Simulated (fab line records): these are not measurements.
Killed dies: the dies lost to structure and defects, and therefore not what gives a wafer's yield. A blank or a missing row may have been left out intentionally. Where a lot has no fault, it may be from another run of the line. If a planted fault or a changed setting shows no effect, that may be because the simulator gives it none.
Problem report in the 8D (eight disciplines) form, filled by code ; flow berkeley cmos170 ; the parts of the form that need people (team, actions taken, sign-off) are left out

== 1. THE PROBLEM ==
Wafers free of any fault read 0.0483 ohm/sq (standard deviation 0.00047) for M1_AL_RS at UCB170_M1_RS_MEAS_01, against a mean of 0.0263 ohm/sq on 2 wafers of 2 lots. That puts it -47 standard deviations away from the usual mean.
The step: measures by four-point-probe.
The first sign was on wafer L850.6 at day 7 20:59, on film metro-01. The record holds 42 wafers of 14 lots with a number at this step. The rule behind "out" and "out of limits": a value lying over 4 standard deviations away from the usual mean. Any other wafer with a number is counted as sound.

== 2. WHAT THIS IS AND IS NOT ==
question;is;is not
which readings at this step;M1_AL_RS;-
which lots;L850, L852;L845, L848, L849, L851, L859, L860, L862, L864, L865, L866, L867, L868
which wafers of those lots;L850.6, L852.3;L850.3, L850.4, L852.2, L852.6
read on which gauges;film metro-01, film metro-03;film metro-02
when;from day 7 20:59;"up to then (14 sound wafers); but 26 sound wafers of L852, L859, L860, L862, L864, L865, L866, L867, L868 came after"

== 3. THE SUSPECTS, EACH WITH WHAT RULES IT OUT ==
Counting: any tool at a process step up to the reading remains a suspect provided it ran every lot that is out. Sound lots after the first of them don't rule it out here, since some wafers of a struck lot are sound.
- ruled out: the gauge at UCB170_M1_RS_MEAS_01. Those wafers that are out were read across 2 gauges (film metro-01, film metro-03).
- pvd sputter-01 at UCB170_M1_SPUTTER_00 (material Al, target thk 600 nm, time 80 s): kept. Ran every lot that is out, first one L850 (day 7 20:53); last sound lot up to then L848 (day 7 19:40).
Left after counting: pvd sputter-01 at UCB170_M1_SPUTTER_00.

== 4. THE CAUSE (what the simulator had put in) ==
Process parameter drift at UCB170_M1_SPUTTER_00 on pvd sputter-01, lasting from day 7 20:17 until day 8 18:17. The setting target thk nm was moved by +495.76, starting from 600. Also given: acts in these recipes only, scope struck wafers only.
After counting, this tool was the only one left.

== 5. THE CHAIN OF EFFECTS, in route order ==
One row per reading whose mean, taken over the struck wafers that have a number, lies over 3 standard deviations from the usual. Readings are gone through only where the record gives a usual standard deviation; hours: the median, over the lots, of the time from a lot's start at the first step in this table giving one to that lot's start at this step; sigmas: the change measured in usual standard deviations.
hours;step;reading;usual;on struck wafers;change;sigmas
0;UCB170_M1_RS_MEAS_01;M1_AL_RS;0.0483 ohm/sq;0.0263;-0.0220;-47
0;UCB170_M1_THK_MEAS_02;M1_AL_THK;602 nm;1094;+492;+88
2;UCB170_M1_METAL_ETCH_12;oes product au;0.856 a.u.;0.979;+0.123;+8.2
Here are the process steps it includes:
- UCB170_M1_METAL_ETCH_12: etches Al in Cl2/BCl3, stops on PSG, target depth 780 nm, time 130 s.
Later steps that measure or inspect, where all struck wafers having a row at the step show a number for every such reading and not one has moved that far: UCB170_M1_OVL_MEAS_10.

== 6. WHAT WOULD HAVE CAUGHT IT SOONER ==
In this record the first reading out of limits at a measuring or inspecting step was taken at day 7 20:59, 1 hour after the fault began at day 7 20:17.
Of the tool readings at UCB170_M1_SPUTTER_00 for which the record gives a usual standard deviation, none was out on any struck wafer, so an alarm limit of 4 standard deviations on them would not have fired.
L852, from the lots that are out (2), started UCB170_M1_SPUTTER_00 on pvd sputter-01 later than day 7 20:59. Putting the tool on hold at that point would have spared it.
